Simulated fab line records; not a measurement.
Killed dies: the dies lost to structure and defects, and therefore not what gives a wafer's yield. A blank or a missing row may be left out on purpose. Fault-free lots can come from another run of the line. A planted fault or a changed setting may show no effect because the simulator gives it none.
Lot-split experiment | flow berkeley cmos170 | 23 wafers read across 5 lots, on a route 331 steps long

## ON THE SPLIT
At UCB170_ACTIVE_EXPOSE_10 (exposes mask ACTIVE, target cd 1200 nm), the setting dose mj was moved away from the recipe's 20 on 8 of the 23 wafers read, by -3.7% to +3.0%. The other wafers ran this setting at the recipe's value.

## FROM THE SPLIT TO THE READING: what the file shows between them, 5 steps
- UCB170_ACTIVE_PEB_11
- UCB170_ACTIVE_DEVELOP_12: develop time 45 s
- UCB170_ACTIVE_CD_MEAS_13: target cd 1200 nm
- UCB170_ACTIVE_ETCH_15: etches Si3N4 in CH3F/Ar/O2, stops on SiO2, target depth 242 nm, time 151 s
- UCB170_ACTIVE_STRIP_16: strips in O2

## THE READING
cd nm (nm) at UCB170_ACTIVE_CD_MEAS_90, where the cd target is 1200 nm. A value of 1199.4 nm with a standard deviation of 1 nm is what fault-free wafers of this fab line usually give.

wafer  | tool, chamber at the split | dose mj as run | against the recipe | cd nm, nm | against lot-mates on the recipe
L074.2 | krf scanner-01, 0          | 20             | recipe             | 1199.1    | -
L074.4 | krf scanner-01, 0          | 20             | recipe             | 1198.1    | -
L074.5 | krf scanner-01, 0          | 20             | recipe             | 1198.8    | -
L078.1 | krf scanner-01, 0          | 20             | recipe             | 1197.8    | -
L078.2 | krf scanner-01, 0          | 20             | recipe             | 1198.6    | -
L078.3 | krf scanner-01, 0          | 20             | recipe             | 1198.8    | -
L078.4 | krf scanner-01, 0          | 20             | recipe             | 1198.1    | -
L078.6 | krf scanner-01, 0          | 20             | recipe             | 1197.1    | -
L079.1 | krf scanner-02, 0          | 20             | recipe             | 1200.0    | -
L079.2 | krf scanner-02, 0          | 19.26          | -3.7%              | 1205.1    | +5.9
L079.3 | krf scanner-02, 0          | 19.26          | -3.7%              | 1205.5    | +6.3
L079.4 | krf scanner-02, 0          | 20             | recipe             | 1198.3    | -
L079.6 | krf scanner-02, 0          | 19.26          | -3.7%              | 1207.2    | +8.0
L082.1 | krf scanner-01, 0          | 20.6           | +3.0%              | 1194.7    | -5.6
L082.3 | krf scanner-01, 0          | 20             | recipe             | 1199.9    | -
L082.4 | krf scanner-01, 0          | 20             | recipe             | 1200.8    | -
L082.5 | krf scanner-01, 0          | 20.6           | +3.0%              | 1195.8    | -4.5
L082.6 | krf scanner-01, 0          | 20.6           | +3.0%              | 1194.0    | -6.3
L085.1 | krf scanner-02, 0          | 19.56          | -2.2%              | 1202.4    | +3.2
L085.2 | krf scanner-02, 0          | 19.56          | -2.2%              | 1203.0    | +3.8
L085.3 | krf scanner-02, 0          | 20             | recipe             | 1198.8    | -
L085.4 | krf scanner-02, 0          | 20             | recipe             | 1199.7    | -
L085.5 | krf scanner-02, 0          | 20             | recipe             | 1199.1    | -

THE FIT
A straight line over all 23 wafers: cd nm changes by -1.67 nm for each +1% of dose mj; r = -0.95; the points scatter about the line by 1 nm.
The same after taking each lot's own level away (the mean of its wafers on the recipe; 23 wafers): -1.81 nm for each +1%; r = -0.98; scatter 0.67 nm.
The reading moves by 6.7 nm for the largest change in dose mj, on that fit.
The span of the lots' own levels, 1198.08 to 1200.35 nm, comes to 2.3 times the standard deviation stated above.
Consequently the slope shifts little with the lot-to-lot level, the two slopes agreeing.
Check: with one of the wafers moved furthest among these (-3.7%) left out of the fit, the line predicts +6.82 nm for it against its lot-mates. It came out at +5.95 nm against them.

## ADDITIONAL SPLITS CARRIED BY THESE WAFERS
These wafers also went through other splits before the reading. Each is held against what the fit with the lots' levels taken away leaves over:
other split on the same wafers      | wafers away from the commonest value | r with cd nm (lot level and that fit taken away)
UCB170_START_OXIDATION_02 ox time s | 15                                   | +0.01
UCB170_ZERO_STRIP_07 o2 flow sccm   | 8                                    | +0.07
UCB170_PWELL_OXIDATION_02 temp c    | 18                                   | +0.10
UCB170_PWELL_PEB_11 peb temp c      | 11                                   | +0.40
UCB170_PWELL_ETCH_14 rf w           | 11                                   | +0.13
UCB170_ACTIVE_OXIDATION_02 temp c   | 10                                   | +0.02

## THE WHOLE CHAIN: every reading that the file lists as answering this split, in the file's order
step                     | what it does                                                               | reading                                                       | change (the file's fit)              | r (the file's)
UCB170_ACTIVE_CD_MEAS_13 | target cd 1200 nm                                                          | cd nm                                                         | -1.8 nm for each +1% of the setting  | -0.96
UCB170_ACTIVE_ETCH_15    | etches Si3N4 in CH3F/Ar/O2, stops on SiO2, target depth 242 nm, time 151 s | ACTIVE.cd nm (the simulator's own value, which no gauge read) | -1.8 nm for each +1% of the setting  | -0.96
UCB170_ACTIVE_CD_MEAS_90 | target cd 1200 nm                                                          | cd nm                                                         | -1.79 nm for each +1% of the setting | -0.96

## THE FILE'S OWN FIT
cd nm changes by -1.79 nm for each +1% of dose mj, r = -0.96.
